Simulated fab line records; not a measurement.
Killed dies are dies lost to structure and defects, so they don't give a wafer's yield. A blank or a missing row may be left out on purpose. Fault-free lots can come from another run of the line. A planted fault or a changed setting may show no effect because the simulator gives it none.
Which tool was responsible? ; flow berkeleyCmos170 ; 21 wafers from 7 lots sampled at 2 of the route's 331 steps

WHAT THE GAUGES SHOWED, per wafer
UCB170_M1_OVL_MEAS_10.
lot;measured;on;M1_OVL (nm)
L581;day 7 16:29;overlay-02;6 13 9
L582;day 8 18:19;overlay-02;-3 -1 -5
L586;day 8 21:25;overlay-02;3 4 8
L591;day 10 05:07;overlay-02;3 -1 4
L595;day 11 04:10;overlay-01;19 6 7
L597;day 11 16:03;overlay-02;-3 -2 -3
L599;day 11 13:43;overlay-01;-14 -12 -9

TOOL THAT RAN EACH LOT (tool first, then ch and the chambers of the sampled wafers, then the start)
lot;UCB170_SPACER_CVD_00
L581;pecvd-04 ch 0,1,2, day 7 01:36
L582;pecvd-04 ch 0,1,2, day 7 15:50
L586;pecvd-04 ch 1,2, day 7 22:59
L591;pecvd-02 ch 0,1, day 9 09:24
L595;pecvd-04 ch 0,1,2, day 10 07:04
L597;pecvd-01 ch 0,2, day 10 18:16
L599;pecvd-01 ch 1,2, day 10 20:00
- UCB170_SPACER_CVD_00: deposits SiO2 from TEOS/O2, target thk 376 nm, time 47 s.

THE ANSWER, worked out from the rows above alone
Rule: the usual values come from the lots themselves. Put in order of their means at a reading, lots are off if they are a third of the lots or fewer, leave a main group of 4 or more, and stand apart from it by a gap of 3 or more times the standard deviation of the main group's means; of several such gaps the widest counts. Not used: any main group whose means are identical at the precision the tables above print for the reading. Also off: a lot with no number at a reading for which 4 or more lots have one. The other lots that the step has rows for count as sound.
No lot is off on any of the readings shown, so nothing can be concluded from this.

WHAT WAS PUT IN BY THE SIMULATOR
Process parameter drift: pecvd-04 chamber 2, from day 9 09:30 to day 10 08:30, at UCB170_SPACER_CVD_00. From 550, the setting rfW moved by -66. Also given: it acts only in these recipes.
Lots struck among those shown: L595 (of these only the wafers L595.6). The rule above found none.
